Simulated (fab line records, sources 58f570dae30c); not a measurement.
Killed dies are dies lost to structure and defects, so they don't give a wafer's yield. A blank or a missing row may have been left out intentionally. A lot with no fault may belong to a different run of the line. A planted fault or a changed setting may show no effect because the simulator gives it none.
The tool behind it: which one?    flow berkeley_cmos170    7 lots (21 wafers sampled), 1 step of a 331-step route

== WHAT EACH GAUGE READ, for each wafer ==
UCB170_NWELL_THK_MEAS_02.
lot   measured     on             NWELL_OXIDE_THK (nm)
L222  day 2 15:42  film_metro-02  26.8 27.2 27.1
L224  day 3 03:19  film_metro-03  27.3 27.5 27.5
L235  day 5 12:12  film_metro-03  26.5 26.3 26.4
L237  day 5 16:20  film_metro-01  26.6 26.8 26.4
L239  day 6 00:47  film_metro-01  26.7 26.2 25.8
L242  day 6 13:08  film_metro-03  26.4 26.2 26.2
L243  day 6 23:42  film_metro-03  25.9 26.1 25.9

== WHAT TOOL EACH LOT RAN ON (gives the tool, then ch and the chambers of the sampled wafers, and finally the start) ==
There is no process step in the record ahead of these readings.

== THE ANSWER, worked out from the rows above alone ==
Rule: usual is defined by the lots themselves. The widest of any qualifying gaps counts: lots, ordered by their means at a reading, are off when they make up no more than a third of the lots, leave a main group of 4 or more, and stand apart from it by 3 or more times the standard deviation of that group's means. Not used: any main group whose means are identical at the precision the tables above print for the reading. Also off: a lot with no number at a reading for which 4 or more lots have one. The other lots that the step has rows for count as sound.
No lot is off at any reading shown: from this, nothing can be told.

== WHAT THE SIMULATOR HAD PUT IN ==
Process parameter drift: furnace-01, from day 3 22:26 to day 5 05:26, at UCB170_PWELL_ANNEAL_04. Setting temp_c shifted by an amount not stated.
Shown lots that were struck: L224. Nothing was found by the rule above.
